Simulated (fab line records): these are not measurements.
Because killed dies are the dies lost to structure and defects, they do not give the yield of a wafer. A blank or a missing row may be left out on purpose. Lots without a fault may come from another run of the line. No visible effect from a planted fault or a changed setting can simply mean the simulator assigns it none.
Check for tools in common    flow rit-cmos    13 lots and 39 wafers in the sample

## REASON IT WAS OPENED
On 1 of the 13 lots, a flag is raised at RIT_ACTIVE_CD_MEAS_11 on the reading cd-nm. Fault-free wafers read 1400.6 nm, with a standard deviation of 1.9.
Rule: a lot is flagged when every wafer of it that has a number lies more than 4 standard deviations from that mean, or none has a number. All remaining lots are regarded as sound.

lot   measured     on         cd-nm (nm), wafer by wafer  flag
L512  day 1 19:26  cd-sem-01  1400.2 1400.2 1401.1        
L514  day 2 05:35  cd-sem-01  1398.8 1400.8 1401.5        
L516  day 2 16:32  cd-sem-02  1399.6 1399.7 1398.4        
L518  day 3 02:38  cd-sem-01  1397.1 1396.5 1396.2        
L519  day 3 06:30  cd-sem-02  1397.4 1400.8 1400.3        
L520  day 3 11:26  cd-sem-01  1402.2 1403.0 1403.1        
L521  day 3 16:26  cd-sem-02  1555.0 1551.8 1552.3        FLAGGED
L523  day 4 03:58  cd-sem-02  1400.0 1401.5 1402.0        
L525  day 4 13:17  cd-sem-01  1397.4 1397.8 1400.0        
L531  day 5 18:36  cd-sem-01  1399.8 1399.5 1398.6        
L532  day 5 23:28  cd-sem-01  1400.9 1398.7 1398.5        
L533  day 6 04:28  cd-sem-01  1399.4 1402.8 1401.4        
L534  day 6 09:34  cd-sem-01  1401.4 1399.2 1401.0        
On average the flagged lots' numbers are 1553.0 nm, which is +152.4 nm against the usual, or +80 standard deviations.

## EACH LOT AND THE TOOL IT RAN ON
The record holds 1 process step before the reading, out of a route of 202 steps. Each cell gives the tool, then ch followed by the chambers the sampled wafers passed through, then the start.
lot   flag     RIT_ACTIVE_EXPOSE_08
L512           iline-stepper-02 ch 0, day 1 19:02
L514           iline-stepper-01 ch 0, day 2 05:11
L516           iline-stepper-02 ch 0, day 2 16:08
L518           iline-stepper-01 ch 0, day 3 02:14
L519           iline-stepper-01 ch 0, day 3 06:06
L520           iline-stepper-01 ch 0, day 3 11:02
L521  FLAGGED  iline-stepper-01 ch 0, day 3 16:02
L523           iline-stepper-02 ch 0, day 4 03:34
L525           iline-stepper-01 ch 0, day 4 12:53
L531           iline-stepper-01 ch 0, day 5 18:12
L532           iline-stepper-01 ch 0, day 5 23:04
L533           iline-stepper-01 ch 0, day 6 04:04
L534           iline-stepper-02 ch 0, day 6 09:10
What these steps do:
- RIT_ACTIVE_EXPOSE_08: exposes mask M1, target cd 1400 nm.
- RIT_ACTIVE_CD_MEAS_11: target cd 1400 nm.

## FLAGGED AGAINST TOTAL, ONE TOOL AT A TIME (gauges that did the reading follow at the end)
step                   tool              lots run  flagged  share of the flagged lots  sound lots run after its first flagged lot
RIT_ACTIVE_EXPOSE_08   iline-stepper-01  9         1        all                        4 (L525,L531,L532,L533)
RIT_ACTIVE_EXPOSE_08   iline-stepper-02  4         0        none                       -
RIT_ACTIVE_CD_MEAS_11  cd-sem-01         9         0        none                       -
RIT_ACTIVE_CD_MEAS_11  cd-sem-02         4         1        all                        1 (L523)

## WHAT THE TABLE PERMITS
Table rows that saw every flagged lot: 2, namely iline-stepper-01 at RIT_ACTIVE_EXPOSE_08 and cd-sem-02 at RIT_ACTIVE_CD_MEAS_11.
- iline-stepper-01 at RIT_ACTIVE_EXPOSE_08: 1 of its 9 lots flagged. Sound lots ran on it after the first flagged one (L525, L531, L532, L533), which a lasting fault on the whole tool wouldn't allow.
- cd-sem-02 at RIT_ACTIVE_CD_MEAS_11: 1 of its 4 lots flagged. Sound lots ran on it after the first flagged one (L523), which a lasting fault on the whole tool wouldn't allow.
Not one row of the table ran every flagged lot while running no sound lot after the first.

## WHAT WAS PUT IN BY THE SIMULATOR
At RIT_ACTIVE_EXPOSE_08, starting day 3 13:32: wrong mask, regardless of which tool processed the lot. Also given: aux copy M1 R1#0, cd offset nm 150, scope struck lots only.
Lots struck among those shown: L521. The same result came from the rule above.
